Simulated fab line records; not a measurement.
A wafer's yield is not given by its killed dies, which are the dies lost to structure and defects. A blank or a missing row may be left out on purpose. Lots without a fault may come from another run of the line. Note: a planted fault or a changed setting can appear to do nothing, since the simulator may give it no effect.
Struck lot and sound lot, side by side | flow berkeley cmos170 | 15 out of 331 route steps
Sound: the wafers L196.1, L196.3, L196.6. Wafers struck: L206.2, L206.3, L206.5. The cause is named last.
For every step that has rows: the tool of each side, followed by ch and its chambers, followed by its first start. Under that, the readings that differ: sound wafers | struck wafers | difference of the means | sigmas: that difference in standard deviations of wafers without a fault.
alike: readings whose means differ by less than 2 such deviations, and words and numbers that are the same on both sides. not compared: withheld readings, readings that some wafer has no value for, bounds like >300 that may hide the same value, and numbers for which the record gives no deviation and whose values overlap.
Wherever a step has rows on one side only, a row that says differs or no value, or a row with sigmas, the two part there. When numbers do not overlap yet have no deviation, they are printed without sigmas and do not part them. A reading that every wafer of one side lacks parts them only if that side has two wafers or more.

first, 2 steps without rows for these wafers: UCB170_GATE_ANNEAL_03 (time 1800 s); UCB170_GATE_CVD_04 (deposits poly-Si from SiH4, time 1440 s, target thk 214 nm).
UCB170_GATE_THK_MEAS_05:
  sound: film metro-02 at day 7 17:29; struck: film metro-02 at day 10 09:36
  alike: GATE_POLY_THK
then, 6 steps without rows for these wafers: UCB170_GATE_COAT_06; UCB170_GATE_COAT_07 (resist thk 900 nm); UCB170_GATE_SOFTBAKE_08 (time 60 s); UCB170_GATE_EXPOSE_09 (exposes mask POLY, target cd 350 nm); UCB170_GATE_PEB_10; UCB170_GATE_DEVELOP_11 (develop time 45 s).
UCB170_GATE_CD_MEAS_12: the cd target is 350 nm.
  sound: cd sem-02 at day 7 18:56; struck: cd sem-01 at day 10 10:52
  alike: cd nm
UCB170_GATE_OVL_MEAS_13:
  sound: overlay-01 at day 7 19:03; struck: overlay-01 at day 10 10:58
  reading       | sound    | struck | difference | sigmas
  GATE_OVL (nm) | -8 -5 -9 | -1 0 7 | +9         | +2
UCB170_GATE_ETCH_14: etches BARC in N2/H2.
  sound on rie diel-01 ch 0,2, day 7 19:05; struck on rie diel-02 ch 0,2, day 10 10:59
  reading                | sound             | struck            | difference | sigmas
  throttle valve pct (%) | 13.49 13.70 13.69 | 13.10 13.30 13.30 | -0.39      | -2
  alike: drypump motor current A, oes product au
UCB170_GATE_ETCH_15: etches poly-Si in HBr/Cl2, stops on SiO2, time 56.3 s, target depth 278.2 nm.
  sound on rie si-01 ch 0,2,3, day 7 19:08; struck on rie si-02 ch 0,2, day 10 11:02
  reading                                     | sound             | struck            | difference | sigmas
  oes product au (a.u.)                       | 0.866 0.856 0.843 | 0.646 0.641 0.648 | -0.210     | -16
  run length s (s)                            | 84.2 83.8 84.7    | 113.7 113.9 113.6 | +29.5      | +70
  model.KrF_of_GATE_COAT_07.thk nm (nm)       | 775.3 775.3 774.7 | 726.4 727.5 724.2 | -49.1      |
  model.SiO2_of_GATE_OXIDATION_01.thk nm (nm) | 6.569 6.525 6.467 | 4.32 4.163 4.156  | -2.31      |
  alike: drypump motor current A, throttle valve pct
  not compared: rf hours counter h
UCB170_GATE_STRIP_16: strips in O2.
  sound on plasma asher-01 ch 1, day 7 19:11; struck on plasma asher-03 ch 0,1, day 10 11:05
  alike: drypump motor current A, oes product au
  not compared: rf hours counter h
UCB170_M3_PROBE_99:
  sound: prober-01 at day 9 11:42; struck: prober-01 at day 12 01:56
  reading                                 | sound                       | struck                     | difference | sigmas
  model.etest.pldd.line ohm um            | 1758 1772 1804              | 1701 1680 1694             | -86        |
  model.etest.pldd.rs ohm sq              | 1121 1122 1117              | 1035 1027 1021             | -92        |
  model.etest.nldd.rs ohm sq              | 777.9 772.5 772.6           | 734.4 733.4 729.4          | -41.9      |
  model.etest.pmos_0p35.isub log10 a um   | -8.176 -8.206 -8.191        | -8.154 -8.128 -8.091       | +0.067     |
  model.etest.pmos_0p35.vt sat v (V)      | -0.3544 -0.3544 -0.3562     | -0.3432 -0.3344 -0.3328    | +0.0182    |
  model.etest.antenna poly.vt shift v (V) | -0.01065 -0.005125 -0.00492 | -0.01547 -0.02108 -0.01877 | -0.01154   |
  model.etest.pmos turned.overlap ff um   | 0.4046 0.4087 0.4106        | 0.4161 0.4203 0.4199       | +0.0108    |
  not compared: model.etest.nldd.line ohm um

WHERE THEY PART
At UCB170_GATE_OVL_MEAS_13 first; at UCB170_GATE_ETCH_15 last (within this record only). Later steps at which nothing parts them and some readings are alike: UCB170_GATE_STRIP_16.

WHY: the cause the simulator had injected
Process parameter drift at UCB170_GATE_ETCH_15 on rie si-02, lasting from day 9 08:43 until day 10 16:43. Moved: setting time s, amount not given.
